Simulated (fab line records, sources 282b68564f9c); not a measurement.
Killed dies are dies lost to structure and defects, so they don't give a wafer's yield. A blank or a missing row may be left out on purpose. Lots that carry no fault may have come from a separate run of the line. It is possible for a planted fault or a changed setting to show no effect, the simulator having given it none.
A lot that was struck, set against a sound lot    flow rit cmos    14 out of 202 route steps
Sound: these wafers, L143.1, L143.2, L143.4. The struck wafers were L139.1, L139.2, L139.6. Last of all comes the cause.
For every step that has rows: the tool of each side, followed by ch and its chambers, followed by its first start. Under that, the readings that differ: sound wafers    struck wafers    difference of the means    sigmas: that difference in standard deviations of wafers without a fault.
alike: readings with means less than 2 such deviations apart, plus words and numbers identical on both sides. not compared: withheld readings, readings lacking a value on some wafer, bounds such as >300 that could conceal the same value, and numbers that have no deviation in the record and whose values overlap.
A row with sigmas, a row that says differs or no value, or rows on one side alone: a step with any of these is where the two part. Numbers that have no deviation but don't overlap get no sigmas and don't part them. A reading that every wafer of one side lacks parts them only if that side has two wafers or more.

first, 4 steps without rows for these wafers: RIT_NWELL_SOFTBAKE_02 (time 60 s); RIT_NWELL_EXPOSE_03 (exposes mask M2, target cd 43900 nm); RIT_NWELL_PEB_04; RIT_NWELL_DEVELOP_05 (develop time 68 s).
RIT_NWELL_OVL_MEAS_06:
  struck on overlay-01, day 4 11:34; sound on overlay-01, day 5 07:02
  alike: NWELL_OVL
then, 2 steps without rows for these wafers: RIT_NWELL_HARDBAKE_07 (time 120 s); RIT_NWELL_IMPLANT_08.
RIT_NWELL_STRIP_09: strips in O2, time 180 s.
  sound on plasma asher-02 ch 0,1, day 5 07:28; struck on plasma asher-02 ch 0,1, day 4 11:59
  alike: drypump motor current A
  not compared: rf hours counter h
RIT_NWELL_TW_MEAS_10:
  struck on film metro-01, day 4 12:10; sound on film metro-01, day 5 07:39
  alike: NWELL_TW
then, 3 steps without rows for these wafers: RIT_PWELL_HMDS_00 (prime time 60 s); RIT_PWELL_COAT_01 (resist thk 1300 nm); RIT_PWELL_SOFTBAKE_02 (time 60 s).
RIT_PWELL_EXPOSE_03: exposes mask M3, target cd 43700 nm.
  sound on iline stepper-01 ch 0, day 5 08:10; struck on iline stepper-02, day 4 12:48
  no value came back on the struck wafers for exposure dose mJ cm2, focus offset nm (nm), na; on the sound wafers exposure dose mJ cm2 reads 249.94 250.35 249.74
  alike: mask
after that, 1 step had no rows for these wafers: RIT_PWELL_PEB_04.

## WHERE THEY PART
Only at RIT_PWELL_EXPOSE_03, within this record.

WHY: what the simulator had put in
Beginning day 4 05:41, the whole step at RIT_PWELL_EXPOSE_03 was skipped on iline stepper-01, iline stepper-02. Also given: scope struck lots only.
